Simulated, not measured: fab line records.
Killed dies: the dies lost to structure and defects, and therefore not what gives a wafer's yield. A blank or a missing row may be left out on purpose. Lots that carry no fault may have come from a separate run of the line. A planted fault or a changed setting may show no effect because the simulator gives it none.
A struck lot beside a sound one :: flow rit_cmos :: 17 steps out of a route of 202
Sound: these wafers, L984.1, L984.2, L984.5. The struck wafers were L995.3, L995.4, L995.6. The cause comes at the end.
Order at every step that has rows: each side's tool, ch and its chambers, its first start. Under that, the readings that differ: sound wafers :: struck wafers :: difference of the means :: sigmas: that difference in standard deviations of wafers without a fault.
alike: same words and numbers on both sides, and readings whose means sit less than 2 such deviations apart. not compared: any withheld reading, any reading some wafer has no value for, any bound like >300 that may hide the same value, and any number with overlapping values for which the record gives no deviation.
Wherever a step has rows on one side only, a row that says differs or no value, or a row with sigmas, the two part there. Non-overlapping numbers with no deviation appear without sigmas and do not part them. Lack of a reading on every wafer of one side parts them only where that side has two or more wafers.

RIT_PWELL_TW_MEAS_10:
  sound on film_metro-03, day 2 23:53; struck on film_metro-04, day 5 07:02
  alike: PWELL_TW
then, 1 step without rows for these wafers: RIT_WELLDRIVE_ANNEAL_00 (time 14700 s).
RIT_WELLDRIVE_RS_MEAS_01: measurement is done with a four-point probe.
  sound on film_metro-04, day 3 05:01; struck on film_metro-04, day 5 12:38
  alike: NWELL_RS
RIT_WELLDRIVE_RS_MEAS_02: measurement is done with a four-point probe.
  sound on film_metro-04, day 3 05:08; struck on film_metro-04, day 5 12:46
  alike: PWELL_RS
then, 6 steps without rows for these wafers: RIT_NRETRO_HMDS_00 (prime time 60 s); RIT_NRETRO_COAT_01 (resist thk 1300 nm); RIT_NRETRO_SOFTBAKE_02 (time 60 s); RIT_NRETRO_EXPOSE_03 (exposes mask M4, target cd 43900 nm); RIT_NRETRO_PEB_04; RIT_NRETRO_DEVELOP_05 (develop time 68 s).
RIT_NRETRO_OVL_MEAS_06:
  sound on overlay-01, day 3 06:10; struck on overlay-01, day 5 13:44
  alike: NRETRO_OVL
then, 1 step without rows for these wafers: RIT_NRETRO_HARDBAKE_07 (time 120 s).
RIT_NRETRO_IMPLANT_08:
  sound on implanter-03 ch 0, day 3 06:28; struck on implanter-03 ch 0, day 5 14:04
reading: dose_ions_cm2
sound: 1.0008e+13 9.993e+12 1.0013e+13
struck: 8.314e+12 8.318e+12 8.303e+12
difference: -1.693e+12
sigmas: -99 or more

reading: faraday_current_uA
sound: 32.3 31.7 32.5
struck: 25.8 27.1 26.9
difference: -5.6
sigmas: -9
RIT_NRETRO_STRIP_09: strips in O2, time 180 s.
  sound on plasma_asher-04 ch 0,1, day 3 06:37; struck on plasma_asher-04 ch 0,1, day 5 14:13
reading: o2_flow_sccm (sccm)
sound: 4027 4009 4019
struck: 3991 3994 3987
difference: -28
sigmas: -3
  alike: drypump_motor_current_A
  not compared: rf_hours_counter_h
RIT_NRETRO_TW_MEAS_10:
  sound on film_metro-03, day 3 06:47; struck on film_metro-03, day 5 14:21
reading: NRETRO_TW
sound: 1050 1051 1050
struck: 987 992 989
difference: -61
sigmas: -6
then, 1 step without rows for these wafers: RIT_PRETRO_HMDS_00 (prime time 60 s).
RIT_M1_PROBE_99:
  sound on prober-01, day 4 11:26; struck on prober-02, day 6 21:25
reading: model.etest.pmos_narrow.drive_ua_um
sound: 100.3 97.76 99.57
struck: 106.1 106.3 106.2
difference: +7.0
sigmas: 

reading: model.etest.pmos_0p3.drive_ua_um
sound: 100.5 98.82 100.6
struck: 107.3 106 105.5
difference: +6.3
sigmas: 

reading: model.etest.well_edge_left.line_ohm_um
sound: 182.2 182.2 183.2
struck: 186.1 186.8 187.8
difference: +4.4
sigmas: 

reading: model.etest.well_edge_right.line_ohm_um
sound: 182.7 179.7 184.2
struck: 187.4 186 185.6
difference: +4.1
sigmas: 

reading: model.etest.pmos_0p15.off_log10_a_um
sound: -10.54 -10.68 -10.67
struck: -10.14 -10.01 -9.911
difference: +0.61
sigmas: 

reading: model.etest.retro_edge_pmos.off_log10_a_um
sound: -10.55 -10.57 -10.56
struck: -10.2 -9.888 -9.77
difference: +0.6
sigmas: 

reading: model.etest.pmos_narrow.off_log10_a_um
sound: -12.81 -12.65 -12.78
struck: -12.51 -12.43 -12.37
difference: +0.31
sigmas: 
  alike: killed_at_M0_to_M3, killed_at_contacts, killed_at_front_end, killed_dies, killed_open, killed_short
  not compared: model.etest.ring.quiet_log10_a

WHERE THEY PART
At RIT_NRETRO_IMPLANT_08 first; at RIT_NRETRO_TW_MEAS_10 last (within this record only). Later steps at which nothing parts them and some readings are alike: RIT_M1_PROBE_99.

WHY: whatever the simulator had introduced
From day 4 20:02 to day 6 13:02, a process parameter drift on implanter-03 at RIT_NRETRO_IMPLANT_08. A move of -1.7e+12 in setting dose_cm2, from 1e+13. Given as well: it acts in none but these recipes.
